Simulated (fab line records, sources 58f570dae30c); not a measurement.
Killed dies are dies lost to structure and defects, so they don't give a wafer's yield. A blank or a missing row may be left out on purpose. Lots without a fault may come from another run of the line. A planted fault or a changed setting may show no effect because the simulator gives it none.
Which tool did it? | flow berkeley_cmos170 | 6 lots, 18 wafers sampled, at 4 steps of a route of 331

WHAT THE GAUGES READ, wafer by wafer
UCB170_M1_RS_MEAS_01: measures by four-point-probe.
lot  | measured     | on            | M1_AL_RS (ohm/sq)
L268 | day 7 22:13  | film_metro-01 | 0.0491 0.0486 0.0492
L273 | day 8 05:07  | film_metro-01 | 0.0490 0.0489 0.0488
L272 | day 8 06:32  | film_metro-04 | 0.0485 0.0484 0.0487
L276 | day 9 05:55  | film_metro-04 | 0.0483 0.0480 0.0483
L280 | day 9 20:23  | film_metro-04 | 0.0490 0.0485 0.0487
L283 | day 10 17:55 | film_metro-04 | 0.0495 0.0492 0.0489

WHICH TOOL RAN EACH LOT (tool, then ch and the chambers of the sampled wafers, then the start)
lot  | UCB170_BACKSIDE_STRIP_03             | UCB170_CONTACT_RTA_08            | UCB170_M1_SPUTTER_00
L268 | plasma_asher-01 ch 0,1, day 7 15:07  | rtp_anneal-01 ch 0, day 7 20:31  | pvd_sputter-04, day 7 22:10
L273 | plasma_asher-01 ch 0,1, day 7 22:57  | rtp_anneal-01 ch 0, day 8 03:23  | pvd_sputter-04, day 8 05:01
L272 | plasma_asher-03 ch 0,1, day 7 23:45  | rtp_anneal-01 ch 0, day 8 04:50  | pvd_sputter-04, day 8 06:28
L276 | plasma_asher-01 ch 0,1, day 8 22:14  | rtp_anneal-01 ch 0, day 9 03:01  | pvd_sputter-02, day 9 05:52
L280 | plasma_asher-03 ch 0,1, day 9 12:44  | rtp_anneal-02 ch 0, day 9 18:12  | pvd_sputter-04, day 9 20:19
L283 | plasma_asher-01 ch 0,1, day 10 10:23 | rtp_anneal-01 ch 0, day 10 16:06 | pvd_sputter-04, day 10 17:52
- UCB170_BACKSIDE_STRIP_03: strips in O2.
- UCB170_CONTACT_RTA_08: time 10 s.
- UCB170_M1_SPUTTER_00: material Al, target thk 600 nm, time 80 s.

THE ANSWER, worked out from the rows above alone
Rule: what is usual is taken from the lots themselves. Put in order of their means at a reading, lots are off if they are a third of the lots or fewer, leave a main group of 4 or more, and stand apart from it by a gap of 3 or more times the standard deviation of the main group's means; of several such gaps the widest counts. A main group whose means are all the same, to the digits that the tables above print for the reading, isn't used. A lot without any number at a reading at which 4 lots or more have one is off too. The other lots that the step has rows for count as sound.
No lot is off at any reading shown: from this, nothing can be told.

WHAT THE SIMULATOR HAD PUT IN
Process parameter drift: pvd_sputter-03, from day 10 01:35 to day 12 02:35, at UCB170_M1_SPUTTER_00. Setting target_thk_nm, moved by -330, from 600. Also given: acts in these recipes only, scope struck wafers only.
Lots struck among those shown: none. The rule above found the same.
